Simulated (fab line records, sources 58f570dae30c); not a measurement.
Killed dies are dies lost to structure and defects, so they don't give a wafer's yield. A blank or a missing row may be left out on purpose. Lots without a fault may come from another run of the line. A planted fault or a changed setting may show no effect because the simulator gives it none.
Problem report in the 8D (eight disciplines) form, filled by code | flow berkeley_cmos170 | the parts of the form that need people (team, actions taken, sign-off) are left out

1. THE PROBLEM
NSD_TW at UCB170_NSD_TW_MEAS_10 reads a mean of 4340 on 6 wafers of 2 lots; wafers without a fault read 4176 with a standard deviation of 20. That is +8.2 standard deviations from the usual mean.
First seen on wafer L703.1, day 7 17:04, on film_metro-03. The record holds 42 wafers of 14 lots with a number at this step. Rule for "out", or "out of limits": more than 4 standard deviations from the usual mean. The other wafers with a number count as sound.

2. WHAT IT IS AND WHAT IT IS NOT
question                    | is                           | is not
which readings at this step | NSD_TW                       | -
which lots                  | L703, L704                   | L698, L701, L702, L712, L713, L714, L715, L716, L717, L718, L719, L720
which wafers of those lots  | all that have a number       | -
read on which gauges        | film_metro-03, film_metro-04 | film_metro-02
when                        | from day 7 17:04             | up to then (6 sound wafers); but 30 sound wafers of L702, L712, L713, L714, L715, L716, L717, L718, L719, L720 came after

3. SUSPECTS, AND WHAT RULES EACH OUT
Counting: a tool at a process step up to the reading stays a suspect if it ran every lot that is out and no sound lot after the first of them.
- the gauge at UCB170_NSD_TW_MEAS_10: ruled out. The wafers that are out were read on 2 gauges (film_metro-03, film_metro-04).
- implanter-01 at UCB170_NSD_IMPLANT_08: ruled out as a lasting fault. Sound lots L714, L716 ran on it after its first lot that is out, L703 (day 7 16:49).
- plasma_asher-04 at UCB170_NSD_STRIP_09 (strips in O2): ruled out as a lasting fault. Sound lots L702, L717, L718 ran on it after its first lot that is out, L703 (day 7 16:58).
Left after counting: nothing in the record.

4. THE CAUSE (what the simulator had put in)
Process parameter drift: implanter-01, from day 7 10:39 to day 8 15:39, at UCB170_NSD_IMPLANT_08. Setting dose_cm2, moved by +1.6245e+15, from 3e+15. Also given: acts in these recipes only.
Counting ruled it out, wrongly: the rule takes a fault to strike every lot that its tool runs from its start on, and this one did not.

5. THE CHAIN OF EFFECTS, in route order
Each row: a reading whose mean over the struck wafers that have a number lies more than 3 standard deviations from the usual. Only readings for which the record gives a usual standard deviation are gone through. hours: the time from each lot's start at the first step in this table that gives one to its start at this step, as a median over the lots. sigmas: the change in usual standard deviations.
hours | step                       | reading                  | usual        | on struck wafers | change      | sigmas
0     | UCB170_NSD_IMPLANT_08      | beam_on_s                | 10.00 s      | 12.86            | +2.86       | +14
0     | UCB170_NSD_IMPLANT_08      | dose_ions_cm2            | 2.9997e+15   | 4.6237e+15       | +1.6240e+15 | +99 or more
0     | UCB170_NSD_IMPLANT_08      | faraday_current_uA       | 9263         | 11080            | +1817       | +9.6
0     | UCB170_NSD_STRIP_09        | oes_product_au           | 0.536 a.u.   | 0.503            | -0.033      | -7.5
0     | UCB170_NSD_STRIP_09        | strip_time_to_endpoint_s | 35.66 s      | 39.89            | +4.23       | +50
0     | UCB170_NSD_TW_MEAS_10      | NSD_TW                   | 4176         | 4340             | +164        | +8.2
1     | UCB170_SDANNEAL_RS_MEAS_03 | NSD_RS                   | 37.42 ohm/sq | 32.05            | -5.37       | -56
The process steps in it:
- UCB170_NSD_IMPLANT_08
- UCB170_NSD_STRIP_09: strips in O2.

6. WHAT WOULD HAVE CAUGHT IT SOONER
In this record the first reading out of limits at a measuring or inspecting step was taken at day 7 17:04, 6 hours after the fault began at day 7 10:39.
The tool's own readings at UCB170_NSD_IMPLANT_08 were out on every struck wafer that the step has a row for (beam_on_s, dose_ions_cm2, faraday_current_uA): an alarm limit on them would have fired on the first of those.
